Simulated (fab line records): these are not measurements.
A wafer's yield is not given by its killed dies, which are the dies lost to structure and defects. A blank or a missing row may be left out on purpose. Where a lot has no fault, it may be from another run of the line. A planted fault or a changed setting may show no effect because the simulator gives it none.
fab line records -- flow rit-cmos
record: lots: 6, wafers: 18, last-day: 6
route steps=202 shown PRETRO@69 GATE@75 FOX2@80 M1@202
lots that met no fault: from a run of the same line without faults
start-h: the number of hours between the record's first day and the start of the first shown wafer of the lot -- wait-h: how many hours have passed since the lot's step before this one -- " repeats the value in the row above -- L1.1+2: a row that stands for several wafers -- - value missing, or start not given -- * or withheld: withheld -- < > ~ a bound
route shown NAME@n: names a module that has steps shown in the file, with the first one's number in the route -- usual: mean/standard deviation taken from wafers without a fault -- same: alike in all rows -- chamber/n: place in a boat -- sites: readings site by site -- _std_site: the values' standard deviation -- _edge_site: outer sites' mean less inner sites' -- radius-mm: for every site, how far away it sits from the centre of the wafer -- mask NAME#n: copy n -- behind: the last tool/chamber to shape the wafer -- hold: the reason the lot was held/the length of the hold in hours/how it ended -- device: the transistor (n, p or np) that didn't switch -- end of line: the tests these same wafers got at the end of their route -- a step without rows: its recipe alone -- killed: dies lost to structure and defects at the first sort, not the wafer's yield -- map: dies across one wafer; x = killed, . = not, _ = none there
set.NAME: the setting that was run; set.NAME@STEP: the one run at that earlier step -- model.NAME: the simulator's own value behind a step, which no gauge read
a table for each step, a row for each wafer; lots at some steps of the route
services: a tool's chamber out of use, with start hour (start-h, from the record's first day; less than 0 if before it), hours out, and reason
== steps ==
step: RIT_PRETRO_DEVELOP_05
recipe: resist: NOVOLAK, develop-time-s: 68, dev-temp-c: 23
step: RIT_PRETRO_OVL_MEAS_06
usual: PRETRO_OVL: -0.3/1.3
lot.wafer,tool,chamber,start-h,wait-h,PRETRO_OVL[nm]
L353.3,overlay-02,-,83.59,-,2.2
L353.4,overlay-02,-,83.59,-,0.3
L353.6,overlay-02,-,83.59,-,1.1
L355.1,overlay-02,-,91.68,-,-0.8
L355.4,overlay-02,-,91.68,-,1.1
L355.5,overlay-02,-,91.68,-,-0.1
L357.1,overlay-02,-,98.31,-,-0.8
L357.4,overlay-02,-,98.31,-,1.6
L357.6,overlay-02,-,98.31,-,-0.6
L358.1,overlay-01,-,106.79,-,0.3
L358.2,overlay-01,-,106.79,-,-0.1
L358.5,overlay-01,-,106.79,-,-2.1
L359.1,overlay-01,-,112.77,-,-0.3
L359.4,overlay-01,-,112.77,-,1.3
L359.5,overlay-01,-,112.77,-,1.0
L360.2,overlay-01,-,115.85,-,-0.4
L360.3,overlay-01,-,115.85,-,1.8
L360.6,overlay-01,-,115.85,-,-0.5
step: RIT_PRETRO_HARDBAKE_07
recipe: resist: NOVOLAK, temp-c: 140, time-s: 120
step: RIT_PRETRO_IMPLANT_08
recipe: species: B, energy-kev: 45, dose-cm2: 1.216e+13, tilt-deg: 7
step: RIT_PRETRO_STRIP_09
recipe: chemistry: O2, time-s: 180, resist: NOVOLAK, platen-temp-c: withheld, power-w: 500, pressure-mtorr: 4000, o2-flow-sccm: 4000
usual: chamber-pressure-mTorr: 4000/3.4, drypump-motor-current-A: 5.7/0.58, o2-flow-sccm: 4001/12
lot.wafer,tool,chamber,start-h,wait-h,chamber-pressure-mTorr,drypump-motor-current-A,o2-flow-sccm,rf-hours-counter-h
L353.3,plasma-asher-04,1,84.07,0.1,4000,6.2,4021,-
L353.4,plasma-asher-04,0,84.07,0.1,3994,5.1,3983,-
L353.6,plasma-asher-04,0,84.07,0.1,4001,5.1,3990,-
L355.1,plasma-asher-02,0,92.11,0.1,4005,6.1,3990,43
L355.4,plasma-asher-02,0,92.11,0.1,4001,6.1,3992,-
L355.5,plasma-asher-02,1,92.11,0.1,4004,6.1,3996,-
L357.1,plasma-asher-04,0,98.74,0.1,4002,5.1,3995,47
L357.4,plasma-asher-04,1,98.74,0.1,3998,6.1,3982,-
L357.6,plasma-asher-04,1,98.74,0.1,4004,6.2,4011,-
L358.1,plasma-asher-04,0,107.34,0.1,3999,5.1,3986,49
L358.2,plasma-asher-04,1,107.34,0.1,4007,6.2,4025,49
L358.5,plasma-asher-04,0,107.34,0.1,3999,5.1,4004,-
L359.1,plasma-asher-04,1,113.21,0.1,3999,6.1,4003,50
L359.4,plasma-asher-04,1,113.21,0.1,4001,6.2,3996,-
L359.5,plasma-asher-04,1,113.21,0.1,4001,6.2,3991,-
L360.2,plasma-asher-04,1,116.38,0.1,4007,6.2,3997,50
L360.3,plasma-asher-04,0,116.38,0.1,4002,5.1,4035,-
L360.6,plasma-asher-04,1,116.38,0.1,4004,6.1,4004,-
step: RIT_PRETRO_TW_MEAS_10
usual: PRETRO_TW: 482.6/2.9
lot.wafer,tool,chamber,start-h,wait-h,PRETRO_TW
L353.3,film-metro-02,-,84.21,0.1,476.0
L353.4,film-metro-02,-,84.21,0.1,478.0
L353.6,film-metro-02,-,84.21,0.1,474.6
L355.1,film-metro-03,-,92.29,0.1,488.9
L355.4,film-metro-03,-,92.29,0.1,488.6
L355.5,film-metro-03,-,92.29,0.1,487.7
L357.1,film-metro-04,-,98.92,0.1,482.1
L357.4,film-metro-04,-,98.92,0.1,482.5
L357.6,film-metro-04,-,98.92,0.1,479.6
L358.1,film-metro-04,-,107.52,0.1,483.8
L358.2,film-metro-04,-,107.52,0.1,480.3
L358.5,film-metro-04,-,107.52,0.1,484.2
L359.1,film-metro-04,-,113.38,0.1,482.9
L359.4,film-metro-04,-,113.38,0.1,482.2
L359.5,film-metro-04,-,113.38,0.1,481.8
L360.2,film-metro-02,-,116.56,0.1,478.2
L360.3,film-metro-02,-,116.56,0.1,479.4
L360.6,film-metro-02,-,116.56,0.1,479.8
step: RIT_GATE_WET_ETCH_00
recipe: chemistry: BOE, target: SiO2, target-depth-nm: 56, time-s: 60, dry: n2-spin, dilution: 10:1, temp-c: 21.5
step: RIT_GATE_CLEAN_01
recipe: chemistry: SC1, mix: 3:3:50, time-s: 600, temp-c: 75
step: RIT_GATE_CLEAN_02
recipe: chemistry: dHF, dilution: 50:1, time-s: 30
step: RIT_GATE_CLEAN_03
recipe: chemistry: SC2, mix: 3:3:50, time-s: 600, temp-c: 75, dry: n2-spin
step: RIT_GATE_CLEAN_04
recipe: chemistry: dHF, dilution: 50:1, time-s: 60, dry: n2-spin
step: RIT_FOX2_THK_MEAS_91
recipe: reads: SiO2_of_FOX2_OXIDATION_00
usual: FIELD_OXIDE_LEFT_2_THK: 257/6.4
lot.wafer,tool,chamber,start-h,wait-h,FIELD_OXIDE_LEFT_2_THK[nm]
L353.3,film-metro-03,-,84.70,0.0,248
L353.4,film-metro-03,-,84.70,0.0,254
L353.6,film-metro-03,-,84.70,0.0,249
L355.1,film-metro-01,-,92.77,0.0,250
L355.4,film-metro-01,-,92.77,0.0,252
L355.5,film-metro-01,-,92.77,0.0,251
L357.1,film-metro-01,-,99.39,0.0,262
L357.4,film-metro-01,-,99.39,0.0,258
L357.6,film-metro-01,-,99.39,0.0,264
L358.1,film-metro-01,-,108.00,0.0,254
L358.2,film-metro-01,-,108.00,0.0,253
L358.5,film-metro-01,-,108.00,0.0,254
L359.1,film-metro-01,-,113.86,0.0,261
L359.4,film-metro-01,-,113.86,0.0,261
L359.5,film-metro-01,-,113.86,0.0,257
L360.2,film-metro-04,-,117.04,0.0,259
L360.3,film-metro-04,-,117.04,0.0,258
L360.6,film-metro-04,-,117.04,0.0,260
step: RIT_GATE_OXIDATION_05
recipe: temp-c: 893.1, ambient: O2, target-thk-a: 30, ox-time-s: 270
usual: ox-temp-c: 893.1/0.43, tube-center-temp-C: 893.11/0.086, zone-power-load-pct: 24/3.2
lot.wafer,tool,chamber,start-h,wait-h,ox-temp-c,tube-center-temp-C,zone-power-load-pct,model.SiO2_of_GATE_OXIDATION_05.thk-nm
L353.3,furnace-01,0,84.74,0.0,893.0,893.19,24,2.739
L353.4,furnace-01,0,84.74,0.0,892.5,893.06,24,2.752
L353.6,furnace-01,0,84.74,0.0,893.5,893.09,24,2.773
L355.1,furnace-03,0,93.83,1.1,893.7,893.01,21,2.857
L355.4,furnace-03,0,93.83,1.1,893.3,893,22,2.85
L355.5,furnace-03,0,93.83,1.1,893.5,893.08,21,2.823
L357.1,furnace-03,0,101.88,2.5,892.5,893.15,21,3.748
L357.4,furnace-03,0,101.88,2.5,892.6,893.19,21,3.795
L357.6,furnace-03,0,101.88,2.5,892.3,893.12,21,3.75
L358.1,furnace-04,0,109.91,1.9,893.6,893.16,29,2.833
L358.2,furnace-04,0,109.91,1.9,892.9,893.3,29,2.834
L358.5,furnace-04,0,109.91,1.9,893.1,892.97,28,2.83
L359.1,furnace-01,0,114.74,0.9,893.2,893.15,24,2.761
L359.4,furnace-01,0,114.74,0.9,893.2,893.12,24,2.8
L359.5,furnace-01,0,114.74,0.9,893.3,893.2,24,2.729
L360.2,furnace-03,0,117.34,0.3,893.1,893.16,21,3.686
L360.3,furnace-03,0,117.34,0.3,893.4,893.17,21,3.723
L360.6,furnace-03,0,117.34,0.3,892.9,893.23,21,3.685
step: RIT_GATE_ANNEAL_06
recipe: temp-c: 900, time-s: 600, ambient: N2O
step: RIT_GATE_THK_MEAS_07
recipe: reads: SiO2_of_GATE_OXIDATION_05
usual: GATE_OXIDE_THK: 2.77/0.053
lot.wafer,tool,chamber,start-h,wait-h,GATE_OXIDE_THK[nm]
L353.3,film-metro-03,-,89.00,0.0,2.75
L353.4,film-metro-03,-,89.00,0.0,2.76
L353.6,film-metro-03,-,89.00,0.0,2.78
L355.1,film-metro-03,-,95.64,0.0,2.85
L355.4,film-metro-03,-,95.64,0.0,2.85
L355.5,film-metro-03,-,95.64,0.0,2.83
L357.1,film-metro-01,-,106.78,0.0,3.77
L357.4,film-metro-01,-,106.78,0.0,3.78
L357.6,film-metro-01,-,106.78,0.0,3.75
L358.1,film-metro-03,-,113.43,0.0,2.83
L358.2,film-metro-03,-,113.43,0.0,2.76
L358.5,film-metro-03,-,113.43,0.0,2.84
L359.1,film-metro-04,-,117.34,0.0,2.76
L359.4,film-metro-04,-,117.34,0.0,2.78
L359.5,film-metro-04,-,117.34,0.0,2.77
L360.2,film-metro-04,-,118.67,0.0,3.68
L360.3,film-metro-04,-,118.67,0.0,3.75
L360.6,film-metro-04,-,118.67,0.0,3.69
step: RIT_GATE_CVD_08
recipe: material: poly-Si, target-thk-nm: 250, temp-c: 610, precursor: SiH4, time-s: 2220, pressure-mtorr: 300, sih4-flow-sccm: 100
step: RIT_M1_PROBE_99
usual: killed-at-front-end: 7/3.1, killed-dies: 7/3.1, killed-open: 3.6/2.2, killed-short: 3.4/2.1
same: gross-dies: 264, killed_at_M0_to_M3: 0, killed_at_M4_up: 0, killed-at-back-side: 0, killed-at-contacts: 0, killed-at-other: 0
lot.wafer,tool,chamber,start-h,wait-h,killed-at-front-end,killed-dies,killed-open,killed-short
L355.1,prober-02,-,126.12,0.1,4,4,1,3
L355.4,prober-02,-,126.27,0.2,4,4,3,1
L355.5,prober-02,-,126.32,0.2,10,10,5,5
L357.1,prober-02,-,137.90,0.1,15,15,5,10
L357.4,prober-02,-,138.05,0.2,5,5,4,1
L357.6,prober-02,-,138.15,0.2,5,5,2,3
L360.2,prober-01,-,151.87,0.1,8,8,5,3
L360.3,prober-01,-,151.92,0.2,9,9,3,6
L360.6,prober-01,-,152.07,0.2,4,4,2,2
killed by level:class
L355.1 SILICIDE:geometric-particle:short=2 GATE:geometric-particle:open=1 SPACER:geometric-particle:short=1
L355.4 GATE:geometric-particle:open=2 GATE:geometric-particle:short=1 SILICIDE:geometric-particle:open=1
L355.5 GATE:geometric-particle:open=2 FOX1:geometric-particle:open=1 FOX1:geometric-particle:short=1 GATE:geometric-particle:short=1 REOX:geometric-particle:short=1 SPACER:geometric-particle:short=1 SPACER:geometric-particle:open=1 SILICIDE:geometric-particle:open=1
L357.1 GATE:geometric-particle:open=3 SPACER:geometric-particle:short=3 SILICIDE:geometric-particle:short=3 GATE:geometric-particle:short=2 SPACER:geometric-particle:open=2 FOX2:geometric-particle:short=1 REOX:geometric-particle:short=1
L357.4 GATE:geometric-particle:open=2 FOX2:geometric-particle:open=1 REOX:geometric-particle:open=1 REOX:geometric-particle:short=1
L357.6 FOX2:geometric-particle:short=2 FOX1:geometric-particle:short=1 REOX:geometric-particle:open=1 SPACER:geometric-particle:open=1
L360.2 FOX1:geometric-particle:open=3 GATE:geometric-particle:short=2 FOX2:geometric-particle:short=1 GATE:geometric-particle:open=1 SPACER:geometric-particle:open=1
L360.3 SPACER:geometric-particle:short=3 SILICIDE:geometric-particle:open=2 FOX1:geometric-particle:open=1 FOX1:geometric-particle:short=1 REOX:geometric-particle:short=1 SILICIDE:geometric-particle:short=1
L360.6 GATE:geometric-particle:short=1 GATE:geometric-particle:open=1 SILICIDE:geometric-particle:short=1 SILICIDE:geometric-particle:open=1
== services ==
tool,chamber,start-h,hours,kind
plasma-asher-02,-,68.80,1.6,repair
furnace-04,-,97.41,6.8,pm
plasma-asher-02,-,108.75,9.0,pm
plasma-asher-02,0,108.75,9.0,vent-cycle
plasma-asher-02,1,108.75,9.0,vent-cycle
== key ==
first-sign: step: RIT_GATE_THK_MEAS_07, reading: GATE_OXIDE_THK, direction: up, sigmas: 18, usual: 2.77, struck: 3.74
effect none on later readings
model-effect: step: RIT_GATE_OXIDATION_05, value: SiO2_of_GATE_OXIDATION_05.thk-nm, without: 2.814, struck: 3.731
met-at RIT_GATE_OXIDATION_05
struck-wafers L357.1,L357.4,L357.6,L360.2,L360.3,L360.6
tester-left-out L357,L360
onset-between 93.83 101.88
fault: kind: process-parameter-drift, tool: furnace-03, chamber: -, onset-h: 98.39, steps: RIT_GATE_OXIDATION_05, channel: ox-time-s, offset: *, shape: step, end-h: 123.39, acts-in: *, stated: *
tester-left-out: of these lots the tester's yield and bins aren't shown, on N5 and GAA mostly nor the transistor test; their killed dies are dies lost to structure and defects alone, not to doping, threshold or leakage, so they don't give the yield
